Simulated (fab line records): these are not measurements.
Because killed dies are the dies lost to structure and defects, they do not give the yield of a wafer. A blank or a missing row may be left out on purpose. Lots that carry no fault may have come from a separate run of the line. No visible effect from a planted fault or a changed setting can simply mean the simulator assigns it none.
Which tool is to blame?    flow berkeley-cmos170    at 1 step of a route of 331, 7 lots with 21 wafers sampled

## WHAT THE GAUGES SHOWED, per wafer
UCB170_FIELD_THK_MEAS_90.
lot   measured      on             FIELD_OXIDE_LEFT_1_THK (nm)
L755  day 5 20:58   film-metro-03  444 443 444
L758  day 5 21:02   film-metro-03  439 443 435
L762  day 7 08:17   film-metro-04  447 446 452
L768  day 8 14:40   film-metro-02  437 444 451
L769  day 8 21:41   film-metro-02  437 444 438
L777  day 10 07:07  film-metro-04  433 439 437
L774  day 10 07:11  film-metro-04  428 440 442

## TOOL THAT RAN EACH LOT (tool first, then ch and the chambers of the sampled wafers, then the start)
The record holds no process step before these readings.

## THE ANSWER, worked out from the rows above alone
Rule: the usual values come from the lots themselves. The widest of any qualifying gaps counts: lots, ordered by their means at a reading, are off when they make up no more than a third of the lots, leave a main group of 4 or more, and stand apart from it by 3 or more times the standard deviation of that group's means. The tables above print the reading to a certain number of digits; a main group whose means all agree to those digits is not used. Also off: a lot with no number at a reading for which 4 or more lots have one. Any other lot the step has rows for is counted as sound.
No lot is off at any reading shown: from this, nothing can be told.

## WHAT THE SIMULATOR PUT IN
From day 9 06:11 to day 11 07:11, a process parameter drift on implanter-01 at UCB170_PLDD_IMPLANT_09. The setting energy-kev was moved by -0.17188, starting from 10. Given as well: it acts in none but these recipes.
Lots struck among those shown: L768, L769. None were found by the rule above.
